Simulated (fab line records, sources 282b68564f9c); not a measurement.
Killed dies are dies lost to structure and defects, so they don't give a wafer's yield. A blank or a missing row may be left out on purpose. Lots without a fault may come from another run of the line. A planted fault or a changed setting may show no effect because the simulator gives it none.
fab line records | flow rit_cmos
record lots=5 wafers=27
route steps=202 shown ACTIVE@2 FOX2@26 SDANNEAL@156 PSD@157 NSD@158 PLDD@159 NLDD@160 M1@196
start_h: hours from the record's first day to the start of the lot's first wafer shown | wait_h: hours since the lot's step before | " the same as in the row above | L1.1+2: a row that stands for several wafers | - no value, or no start given | * or withheld: withheld | < > ~ a bound
route shown NAME@n: a module of which the file shows steps, and the number in the route of the first | usual: mean/standard deviation of fault-free wafers | same: alike in all rows | chamber/n: place in a boat | sites: the reading at each site | _std_site: their standard deviation | _edge_site: outer sites' mean less inner sites' | radius_mm: how far each site lies from the wafer's centre | mask NAME#n: copy n | behind: the tool/chamber that last shaped the wafer | hold: why the lot was held/for how many hours/how that ended | device: the transistor (n, p or np) that didn't switch | end of line: the same wafers' tests at the end of the route | a step without rows: its recipe alone | killed: dies lost to structure and defects at the first sort, not the wafer's yield | map: a wafer's dies, x killed, . not, _ none there
set.NAME: the setting as run; set.NAME@STEP: as run at that earlier step | model.NAME: the simulator's own value behind a step, which no gauge read
lots whose settings were changed on purpose; a table a step, a row a wafer
## steps
# step RIT_ACTIVE_OXIDATION_01
# recipe temp_c=1000 ambient=O2 target_thk_a=468 ox_time_s=3360
# columns lot.wafer tool chamber start_h wait_h set.ox_time_s model.SiO2_of_ACTIVE_OXIDATION_01.thk_nm
L075.1 furnace-03 0 15.59 0.6 3360 46.43
L075.3 " 0 " " 3360 47.11
L075.4 " 0 " " 3360 46.71
L076.1 - - - 0.3 3360 46.45
L076.2 " - " " 3360 45.68
L076.3 " - " " 3360 45.13
L076.4 " - " " 3360 46.37
L076.5 " - " " 3360 46.08
L076.6 " - " " 3360 47.06
L078.1 - - - 0.9 2080 34.11
L078.2 " - " " 2080 34.47
L078.3 " - " " 2080 33.85
L078.4 " - " " 2080 33.57
L078.5 " - " " 2080 34.19
L078.6 " - " " 2080 34.21
L083.1 - - - 0.1 3360 48.76
L083.2 " - " " 3360 47.87
L083.3 " - " " 3360 47.71
L083.4 " - " " 3360 48.18
L083.5 " - " " 3360 47.81
L083.6 " - " " 3360 48.29
L084.1 - - - 0.2 1453 27.23
L084.2 " - " " 1453 26.72
L084.3 " - " " 1453 26.59
L084.4 " - " " 1453 27.12
L084.5 " - " " 1453 26.9
L084.6 " - " " 1453 27.57
# step RIT_ACTIVE_THK_MEAS_02
# recipe reads=SiO2_of_ACTIVE_OXIDATION_01
# usual ACTIVE_OXIDE_THK=46.8/1.1
# columns lot.wafer tool chamber start_h wait_h set.ox_time_s@ACTIVE_OXIDATION_01 ACTIVE_OXIDE_THK[nm]
L075.1 film_metro-04 - 17.52 0.0 3360 46.5
L075.3 " - " " 3360 47.2
L075.4 " - " " 3360 46.7
L076.1 film_metro-04 - - - 3360 46.4
L076.2 " - " " 3360 45.7
L076.3 " - " " 3360 45.1
L076.4 " - " " 3360 46.4
L076.5 " - " " 3360 46.1
L076.6 " - " " 3360 47.0
L078.1 film_metro-01 - - - 2080 34.1
L078.2 " - " " 2080 34.5
L078.3 " - " " 2080 33.9
L078.4 " - " " 2080 33.6
L078.5 " - " " 2080 34.2
L078.6 " - " " 2080 34.2
L083.1 film_metro-02 - - - 3360 48.7
L083.2 " - " " 3360 47.8
L083.3 " - " " 3360 47.8
L083.4 " - " " 3360 48.1
L083.5 " - " " 3360 47.8
L083.6 " - " " 3360 48.3
L084.1 film_metro-01 - - - 1453 27.2
L084.2 " - " " 1453 26.7
L084.3 " - " " 1453 26.6
L084.4 " - " " 1453 27.2
L084.5 " - " " 1453 26.9
L084.6 " - " " 1453 27.6
# step RIT_FOX2_WET_ETCH_03
# recipe chemistry=H3PO4 target=Si3N4 target_depth_nm=195 temp_c=165 time_s=2700
# columns lot.wafer tool chamber start_h wait_h set.time_s set.ox_time_s@ACTIVE_OXIDATION_01 model.SiO2_of_ACTIVE_OXIDATION_01.thk_nm
L075.1 wet_bench-03 0 25.91 0.0 2700 3360 39.78
L075.3 " 0 " " 2700 3360 41.95
L075.4 " 0 " " 2700 3360 39.93
L076.1 - - - 0.0 1298 3360 43.92
L076.2 " - " " 1298 3360 40.4
L076.3 " - " " 1298 3360 42.43
L076.4 " - " " 1298 3360 43.6
L076.5 " - " " 1298 3360 40.8
L076.6 " - " " 1298 3360 44.5
L078.1 - - - 0.0 1252 2080 32.37
L078.2 " - " " 1252 2080 30.05
L078.3 " - " " 1252 2080 32.11
L078.4 " - " " 1252 2080 31.85
L078.5 " - " " 1252 2080 29.74
L078.6 " - " " 1252 2080 32.45
L083.1 - - - 0.0 3249 3360 42.04
L083.2 " - " " 3249 3360 38.71
L083.3 " - " " 3249 3360 40.93
L083.4 " - " " 3249 3360 41.32
L083.5 " - " " 3249 3360 38.66
L083.6 " - " " 3249 3360 41.63
L084.1 - - - 0.0 3153 1453 21.12
L084.2 " - " " 3153 1453 23.03
L084.3 " - " " 3153 1453 23.16
L084.4 " - " " 3153 1453 23.37
L084.5 " - " " 3153 1453 20.85
L084.6 " - " " 3153 1453 23.98
# step RIT_SDANNEAL_RTA_03
# recipe temp_c=1050 time_s=5 idle_temp_c=600 ramp_up_c_per_s=342 ramp_down_c_per_s=171 cool_to_c=600 ambient=N2
# columns lot.wafer tool chamber start_h wait_h set.time_s
L075.1+3+4 rtp_anneal-02 0 60.00 0.0 5
L076.1+2+5 rtp_anneal-01 0 64.32 0.0 2.924
L076.3+4+6 " 0 " " 5
L078.1+3+5 rtp_anneal-01 0 76.41 0.0 5
L078.2+4+6 " 0 " " 5.801
L083.1+4+5 rtp_anneal-02 0 100.46 0.0 3.234
L083.2+3+6 " 0 " " 5
L084.1+2+4 rtp_anneal-01 0 104.49 0.0 2.43
L084.3+5+6 " 0 " " 5
# step RIT_SDANNEAL_RS_MEAS_04
# recipe thk_meas_gauge=four-point-probe
# usual PSD_RS=115.92/0.3
# columns lot.wafer tool chamber start_h wait_h set.time_s@SDANNEAL_RTA_03 PSD_RS[ohm/sq]
L075.1 film_metro-01 - 60.06 0.0 5 116.15
L075.3 " - " " 5 116.40
L075.4 " - " " 5 115.89
L076.1 film_metro-02 - 64.38 0.0 2.924 122.39
L076.2 " - " " 2.924 122.72
L076.3 " - " " 5 115.28
L076.4 " - " " 5 115.91
L076.5 " - " " 2.924 122.54
L076.6 " - " " 5 115.68
L078.1 film_metro-04 - 76.46 0.0 5 115.87
L078.2 " - " " 5.801 114.35
L078.3 " - " " 5 116.17
L078.4 " - " " 5.801 113.91
L078.5 " - " " 5 116.22
L078.6 " - " " 5.801 113.68
L083.1 film_metro-01 - 100.52 0.0 3.234 121.63
L083.2 " - " " 5 115.65
L083.3 " - " " 5 115.89
L083.4 " - " " 3.234 121.42
L083.5 " - " " 3.234 121.74
L083.6 " - " " 5 116.12
L084.1 film_metro-01 - 104.55 0.0 2.43 124.91
L084.2 " - " " 2.43 125.22
L084.3 " - " " 5 116.49
L084.4 " - " " 2.43 125.23
L084.5 " - " " 5 116.62
L084.6 " - " " 5 115.95
# step RIT_SDANNEAL_RS_MEAS_05
# recipe thk_meas_gauge=four-point-probe
# usual NSD_RS=84.43/0.28
# columns lot.wafer tool chamber start_h wait_h set.time_s@SDANNEAL_RTA_03 NSD_RS[ohm/sq]
L075.1 film_metro-01 - 60.18 0.1 5 84.67
L075.3 " - " " 5 84.68
L075.4 " - " " 5 84.49
L076.1 film_metro-02 - 64.50 0.1 2.924 85.48
L076.2 " - " " 2.924 85.30
L076.3 " - " " 5 84.17
L076.4 " - " " 5 84.05
L076.5 " - " " 2.924 85.20
L076.6 " - " " 5 84.16
L078.1 film_metro-04 - 76.58 0.1 5 84.61
L078.2 " - " " 5.801 84.54
L078.3 " - " " 5 84.59
L078.4 " - " " 5.801 84.18
L078.5 " - " " 5 84.73
L078.6 " - " " 5.801 84.35
L083.1 film_metro-01 - 100.64 0.1 3.234 85.46
L083.2 " - " " 5 84.48
L083.3 " - " " 5 84.69
L083.4 " - " " 3.234 85.30
L083.5 " - " " 3.234 85.08
L083.6 " - " " 5 84.55
L084.1 film_metro-01 - 104.67 0.1 2.43 86.09
L084.2 " - " " 2.43 86.25
L084.3 " - " " 5 84.75
L084.4 " - " " 2.43 86.48
L084.5 " - " " 5 84.77
L084.6 " - " " 5 84.95
# step RIT_SDANNEAL_RS_MEAS_06
# recipe thk_meas_gauge=four-point-probe
# usual PLDD_RS=178.8/0.52
# columns lot.wafer tool chamber start_h wait_h set.time_s@SDANNEAL_RTA_03 PLDD_RS[ohm/sq]
L075.1 film_metro-01 - 60.30 0.1 5 179.3
L075.3 " - " " 5 179.4
L075.4 " - " " 5 178.9
L076.1 film_metro-02 - 64.62 0.1 2.924 186.8
L076.2 " - " " 2.924 187.0
L076.3 " - " " 5 178.4
L076.4 " - " " 5 178.4
L076.5 " - " " 2.924 186.7
L076.6 " - " " 5 178.8
L078.1 film_metro-04 - 76.70 0.1 5 178.6
L078.2 " - " " 5.801 176.5
L078.3 " - " " 5 179.0
L078.4 " - " " 5.801 175.9
L078.5 " - " " 5 178.0
L078.6 " - " " 5.801 176.2
L083.1 film_metro-01 - 100.76 0.1 3.234 185.4
L083.2 " - " " 5 178.3
L083.3 " - " " 5 178.8
L083.4 " - " " 3.234 185.7
L083.5 " - " " 3.234 185.1
L083.6 " - " " 5 178.8
L084.1 film_metro-01 - 104.79 0.1 2.43 190.5
L084.2 " - " " 2.43 190.7
L084.3 " - " " 5 179.9
L084.4 " - " " 2.43 190.8
L084.5 " - " " 5 179.5
L084.6 " - " " 5 179.2
# step RIT_SDANNEAL_RS_MEAS_07
# recipe thk_meas_gauge=four-point-probe
# usual NLDD_RS=151.6/0.47
# columns lot.wafer tool chamber start_h wait_h set.time_s@SDANNEAL_RTA_03 NLDD_RS[ohm/sq]
L075.1 film_metro-01 - 60.42 0.1 5 152.4
L075.3 " - " " 5 151.8
L075.4 " - " " 5 153.0
L076.1 film_metro-02 - 64.74 0.1 2.924 152.7
L076.2 " - " " 2.924 152.5
L076.3 " - " " 5 151.0
L076.4 " - " " 5 151.4
L076.5 " - " " 2.924 152.6
L076.6 " - " " 5 151.0
L078.1 film_metro-04 - 76.82 0.1 5 151.7
L078.2 " - " " 5.801 151.0
L078.3 " - " " 5 151.4
L078.4 " - " " 5.801 151.2
L078.5 " - " " 5 151.3
L078.6 " - " " 5.801 151.0
L083.1 film_metro-01 - 100.88 0.1 3.234 152.4
L083.2 " - " " 5 151.3
L083.3 " - " " 5 151.2
L083.4 " - " " 3.234 151.9
L083.5 " - " " 3.234 152.3
L083.6 " - " " 5 151.6
L084.1 film_metro-01 - 104.91 0.1 2.43 152.6
L084.2 " - " " 2.43 153.0
L084.3 " - " " 5 151.5
L084.4 " - " " 2.43 152.8
L084.5 " - " " 5 151.7
L084.6 " - " " 5 151.5
# step RIT_M1_METAL_ETCH_12
# recipe stop_on=SiO2 chemistry=Cl2/BCl3 target=Al time_s=165 over_etch_frac=0.5 pressure_mtorr=100 target_depth_a=6000 rf_w=250 Cl2_flow_sccm=60 bcl3_flow_sccm=50
# columns lot.wafer tool chamber start_h wait_h set.time_s model.NOVOLAK_of_M1_COAT_04.thk_nm model.SiO2_of_CONTACT_CVD_00.thk_nm
L075.1 rie_metal-01 0 65.12 0.2 165 803.9 364.9
L075.3 " 0 " " 165 804.3 358.3
L075.4 " 1 " " 165 806 363.5
L076.1 rie_metal-02 0 69.62 0.2 165 814.4 369.8
L076.2 " 1 " " 236.9 647 344
L076.3 " 1 " " 236.9 644.7 347.2
L076.4 " 0 " " 165 814.6 367.5
L076.5 " 0 " " 236.9 677 353.1
L076.6 " 1 " " 165 791.5 366.6
L078.1 rie_metal-01 0 81.57 0.2 133.4 865.6 369.5
L078.2 " 1 " " 133.4 869.2 371.8
L078.3 " 0 " " 165 799.2 357.5
L078.4 " 1 " " 165 801.6 364.6
L078.5 " 1 " " 165 800.1 365.9
L078.6 " 0 " " 133.4 872.6 381.9
L083.1 rie_metal-03 0 105.83 0.2 165 809.6 360
L083.2 " 1 " " 165 809.2 355.7
L083.3 " 1 " " 165 807.3 358.6
L083.4 " 0 " " 165 811.9 368.1
L083.5 " 0 " " 165 813.4 364.5
L083.6 " 1 " " 165 803.8 362.2
L084.1 rie_metal-01 1 109.87 0.2 134.1 860.3 373.4
L084.2 " 0 " " 165 797.3 361.1
L084.3 " 0 " " 165 793.2 359.7
L084.4 " 1 " " 134.1 858.5 378.5
L084.5 " 0 " " 165 796.5 364
L084.6 " 1 " " 134.1 857.8 375.2
# step RIT_M1_STRIP_13
# recipe chemistry=nmp resist=NOVOLAK temp_c=80 time_s=600 dry=n2_spin
# step RIT_M1_STRIP_14
# recipe chemistry=O2 time_s=180 platen_temp_c=withheld power_w=500 pressure_mtorr=4000 o2_flow_sccm=4000
# step RIT_M1_CD_MEAS_90
# recipe target_cd_nm=2600
# usual cd_nm=2599.8/2.5
# columns lot.wafer tool chamber start_h wait_h set.time_s@M1_METAL_ETCH_12 cd_nm
L075.1 cd_sem-01 - 65.63 0.1 165 2602.2
L075.3 " - " " 165 2604.7
L075.4 " - " " 165 2601.6
L076.1 cd_sem-02 - 70.13 0.1 165 2600.3
L076.2 " - " " 236.9 2588.6
L076.3 " - " " 236.9 2590.4
L076.4 " - " " 165 2600.0
L076.5 " - " " 236.9 2592.3
L076.6 " - " " 165 2600.4
L078.1 cd_sem-02 - 82.26 0.1 133.4 2609.1
L078.2 " - " " 133.4 2609.6
L078.3 " - " " 165 2603.1
L078.4 " - " " 165 2603.6
L078.5 " - " " 165 2606.5
L078.6 " - " " 133.4 2609.4
L083.1 cd_sem-01 - 106.34 0.1 165 2597.8
L083.2 " - " " 165 2596.3
L083.3 " - " " 165 2599.6
L083.4 " - " " 165 2600.5
L083.5 " - " " 165 2596.6
L083.6 " - " " 165 2596.1
L084.1 cd_sem-01 - 110.49 0.2 134.1 2605.2
L084.2 " - " " 165 2599.5
L084.3 " - " " 165 2602.1
L084.4 " - " " 134.1 2604.1
L084.5 " - " " 165 2600.4
L084.6 " - " " 134.1 2604.4
# step RIT_M1_PROBE_99
# usual killed_at_M0_to_M3=0.0/0.16 killed_at_front_end=7/3.5 killed_dies=7/3.5 killed_open=3.5/2.1 killed_short=3.6/2.4
# same gross_dies=264 killed_at_M4_up=0 killed_at_back_side=0 killed_at_contacts=0 killed_at_other=0
# columns lot.wafer tool chamber start_h wait_h set.ox_time_s@ACTIVE_OXIDATION_01 set.time_s@SDANNEAL_RTA_03 killed_at_M0_to_M3 killed_at_front_end killed_dies killed_open killed_short model.etest.nldd.width_nm model.etest.pldd.rs_ohm_sq model.etest.pldd.width_nm model.etest.pmos_0p15.r_on_ohm_um model.etest.pmos_0p3.r_on_ohm_um model.etest.pmos_turned.r_on_ohm_um
L075.1 prober-02 - 67.37 0.1 3360 5 0 3 3 3 0 3159 550.7 3160 2913 6436 3655
L075.3 prober-02 - 67.47 0.2 3360 5 0 9 9 5 4 3176 524.6 3167 2911 6364 3580
L075.4 prober-02 - 67.52 0.2 3360 5 0 14 14 7 7 3150 569.1 3164 3022 6530 3763
L076.1 prober-01 - 71.87 0.1 3360 2.924 0 5 5 2 3 3153 524.6 3155 2900 6501 3743
L076.2 prober-01 - 71.92 0.1 3360 2.924 0 8 8 5 3 3147 580.9 3154 2938 6572 3887
L076.3 prober-01 - 71.97 0.2 3360 5 0 3 3 1 2 3157 502.4 3160 2622 6114 3257
L076.4 prober-01 - 72.02 0.2 3360 5 0 7 7 2 5 3166 517.2 3153 2685 6113 3356
L076.5 prober-01 - 72.07 0.2 3360 2.924 0 9 9 5 4 3158 546.4 3147 2912 6512 3814
L076.6 prober-01 - 72.12 0.2 3360 5 0 9 9 4 5 3134 509.2 3141 2673 6274 3342
L078.1 prober-01 - 84.00 0.1 2080 5 1 263 264 5 5 - - - - - -
L078.2 prober-01 - 84.05 0.1 2080 5.801 0 7 7 3 4 3249 529.7 3255 2693 6077 3387
L078.3 prober-01 - 84.10 0.2 2080 5 0 264 264 6 3 - - - - - -
L078.4 prober-01 - 84.15 0.2 2080 5.801 0 7 7 5 2 3254 532 3257 2723 6018 3422
L078.5 prober-01 - 84.20 0.2 2080 5 0 5 5 3 2 3258 513 3251 2757 6176 3434
L078.6 prober-01 - 84.25 0.2 2080 5.801 0 264 264 0 2 - - - - - -
L083.1 prober-02 - 108.08 0.1 3360 3.234 0 4 4 1 3 3184 554.2 3159 3029 6507 3832
L083.2 prober-02 - 108.13 0.1 3360 5 0 6 6 5 1 3190 495 3186 2682 6190 3311
L083.3 prober-02 - 108.18 0.2 3360 5 0 4 4 2 2 3174 501.6 3184 2723 6079 3348
L083.4 prober-02 - 108.23 0.2 3360 3.234 0 6 6 4 2 3163 539.8 3188 2978 6494 3792
L083.5 prober-02 - 108.28 0.2 3360 3.234 0 6 6 2 4 3174 543.6 3186 3004 6566 3822
L083.6 prober-02 - 108.33 0.2 3360 5 0 6 6 2 4 3194 511.7 3172 2781 6139 3443
L084.1 prober-01 - 112.23 0.1 1453 2.43 0 10 10 3 1 3303 566.5 3308 2923 6343 3764
L084.2 prober-01 - 112.28 0.1 1453 2.43 1 8 9 5 4 3322 576.5 3336 3210 6707 4302
L084.3 prober-01 - 112.33 0.2 1453 5 0 5 5 3 2 3324 500.4 3335 2544 5963 3156
L084.4 prober-01 - 112.38 0.2 1453 2.43 0 6 6 3 3 3317 561.5 3311 3076 6488 4096
L084.5 prober-01 - 112.43 0.2 1453 5 0 12 12 3 4 3315 504.7 3314 2785 6167 3482
L084.6 prober-01 - 112.48 0.2 1453 5 0 13 13 5 8 3309 491.9 3318 2562 5887 3078
# killed by level:class
L075.1 GATE:geometric_particle:open=2 SILICIDE:geometric_particle:open=1
L075.3 FOX1:geometric_particle:short=2 GATE:geometric_particle:open=2 REOX:geometric_particle:open=2 FOX1:geometric_particle:open=1 GATE:geometric_particle:short=1 SPACER:geometric_particle:short=1
L075.4 GATE:geometric_particle:open=4 GATE:geometric_particle:short=3 FOX1:geometric_particle:short=2 FOX2:geometric_particle:open=2 SPACER:geometric_particle:open=1 SPACER:geometric_particle:short=1 SILICIDE:geometric_particle:short=1
L076.1 GATE:geometric_particle:short=3 REOX:geometric_particle:open=1 SPACER:geometric_particle:open=1
L076.2 GATE:geometric_particle:open=4 GATE:geometric_particle:short=2 SPACER:geometric_particle:short=1 SILICIDE:geometric_particle:open=1
L076.3 GATE:geometric_particle:short=1 GATE:geometric_particle:open=1 SPACER:geometric_particle:short=1
L076.4 SILICIDE:geometric_particle:short=2 GATE:geometric_particle:open=1 GATE:geometric_particle:short=1 REOX:geometric_particle:short=1 SPACER:geometric_particle:short=1 SILICIDE:geometric_particle:open=1
L076.5 SPACER:geometric_particle:open=3 SPACER:geometric_particle:short=2 FOX1:geometric_particle:open=1 GATE:geometric_particle:open=1 GATE:geometric_particle:short=1 SILICIDE:geometric_particle:short=1
L076.6 FOX1:geometric_particle:short=2 GATE:geometric_particle:short=2 FOX1:geometric_particle:open=1 GATE:geometric_particle:open=1 SPACER:geometric_particle:open=1 SILICIDE:geometric_particle:short=1 SILICIDE:geometric_particle:open=1
L078.1 GATE:area_etch=254 GATE:geometric_particle:short=2 FOX1:geometric_particle:open=1 REOX:geometric_particle:short=1 FOX2:geometric_particle:open=1 GATE:geometric_particle:open=1 REOX:geometric_particle:open=1 SPACER:geometric_particle:short=1
L078.2 SPACER:geometric_particle:short=3 SPACER:geometric_particle:open=2 SILICIDE:geometric_particle:open=1 SILICIDE:geometric_particle:short=1
L078.3 GATE:area_etch=255 GATE:geometric_particle:short=2 SPACER:geometric_particle:open=2 FOX1:geometric_particle:open=1 FOX2:geometric_particle:open=1 FOX2:geometric_particle:short=1 GATE:geometric_particle:open=1 SILICIDE:geometric_particle:open=1
L078.4 GATE:geometric_particle:open=2 GATE:geometric_particle:short=2 SPACER:geometric_particle:open=2 FOX2:geometric_particle:open=1
L078.5 FOX2:geometric_particle:open=1 GATE:geometric_particle:short=1 GATE:geometric_particle:open=1 SPACER:geometric_particle:open=1 SPACER:geometric_particle:short=1
L078.6 GATE:area_etch=262 GATE:geometric_particle:short=1 SPACER:geometric_particle:short=1
L083.1 FOX1:geometric_particle:short=2 SPACER:geometric_particle:open=1 SILICIDE:geometric_particle:short=1
L083.2 GATE:geometric_particle:open=2 GATE:geometric_particle:short=1 FOX2:geometric_particle:open=1 SPACER:geometric_particle:open=1 SILICIDE:geometric_particle:open=1
L083.3 GATE:geometric_particle:short=2 GATE:geometric_particle:open=1 REOX:geometric_particle:open=1
L083.4 GATE:geometric_particle:open=2 FOX1:geometric_particle:open=1 GATE:geometric_particle:short=1 SPACER:geometric_particle:open=1 SILICIDE:geometric_particle:short=1
L083.5 GATE:geometric_particle:short=3 FOX1:geometric_particle:open=1 GATE:geometric_particle:open=1 SPACER:geometric_particle:short=1
L083.6 GATE:geometric_particle:short=3 GATE:geometric_particle:open=2 FOX1:geometric_particle:short=1
L084.1 ACTIVE:area_oxidation=5 FOX1:geometric_particle:open=1 FOX2:geometric_particle:short=1 SPACER:geometric_particle:open=1 SILICIDE:geometric_particle:open=1 ACTIVE:area_etch=1
L084.2 FOX1:geometric_particle:short=3 FOX1:geometric_particle:open=2 FOX2:geometric_particle:open=1 GATE:geometric_particle:short=1 SILICIDE:geometric_particle:open=1 M1:geometric_particle:open=1
L084.3 SILICIDE:geometric_particle:open=2 GATE:geometric_particle:open=1 REOX:geometric_particle:short=1 SPACER:geometric_particle:short=1
L084.4 REOX:geometric_particle:open=2 SILICIDE:geometric_particle:short=2 GATE:geometric_particle:short=1 GATE:geometric_particle:open=1
L084.5 GATE:geometric_particle:short=3 ACTIVE:area_oxidation=3 GATE:geometric_particle:open=2 FOX1:geometric_particle:open=1 SPACER:geometric_particle:short=1 PSD:coat_microbubble_printed=1 ACTIVE:area_etch=1
L084.6 REOX:geometric_particle:short=2 SPACER:geometric_particle:short=2 SILICIDE:geometric_particle:open=2 FOX1:geometric_particle:short=1 FOX1:geometric_particle:open=1 FOX2:geometric_particle:short=1 GATE:geometric_particle:open=1 GATE:geometric_particle:short=1
## key
split step=RIT_ACTIVE_OXIDATION_01 setting=ox_time_s stated=3360 by=lot
response step=RIT_ACTIVE_OXIDATION_01 reading=model.SiO2_of_ACTIVE_OXIDATION_01.thk_nm change=+0.35 per=1% r=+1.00
response step=RIT_ACTIVE_THK_MEAS_02 reading=ACTIVE_OXIDE_THK change=+0.35 per=1% r=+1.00
response step=RIT_FOX2_WET_ETCH_03 reading=model.SiO2_of_ACTIVE_OXIDATION_01.thk_nm change=+0.314 per=1% r=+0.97
response step=RIT_M1_PROBE_99 reading=model.etest.nldd.width_nm change=-2.6 per=1% r=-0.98
response step=RIT_M1_PROBE_99 reading=model.etest.pldd.width_nm change=-2.68 per=1% r=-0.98
split step=RIT_FOX2_WET_ETCH_03 setting=time_s stated=2700 by=lot
response none clear
split step=RIT_SDANNEAL_RTA_03 setting=time_s stated=5 by=wafer
response step=RIT_SDANNEAL_RS_MEAS_04 reading=PSD_RS change=-0.166 per=1% r=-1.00
response step=RIT_SDANNEAL_RS_MEAS_05 reading=NSD_RS change=-0.0262 per=1% r=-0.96
response step=RIT_SDANNEAL_RS_MEAS_06 reading=PLDD_RS change=-0.203 per=1% r=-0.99
response step=RIT_SDANNEAL_RS_MEAS_07 reading=NLDD_RS change=-0.0275 per=1% r=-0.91
response step=RIT_M1_PROBE_99 reading=model.etest.pmos_turned.r_on_ohm_um change=-13.7 per=1% r=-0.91
response step=RIT_M1_PROBE_99 reading=model.etest.pmos_0p15.r_on_ohm_um change=-7.56 per=1% r=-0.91
response step=RIT_M1_PROBE_99 reading=model.etest.pmos_0p3.r_on_ohm_um change=-9.71 per=1% r=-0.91
response step=RIT_M1_PROBE_99 reading=model.etest.pldd.rs_ohm_sq change=-1.16 per=1% r=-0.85
split step=RIT_M1_METAL_ETCH_12 setting=time_s stated=165 by=wafer
response step=RIT_M1_METAL_ETCH_12 reading=model.NOVOLAK_of_M1_COAT_04.thk_nm change=-3.46 per=1% r=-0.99
response step=RIT_M1_METAL_ETCH_12 reading=model.SiO2_of_CONTACT_CVD_00.thk_nm change=-0.518 per=1% r=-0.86
response step=RIT_M1_CD_MEAS_90 reading=cd_nm change=-0.228 per=1% r=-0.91
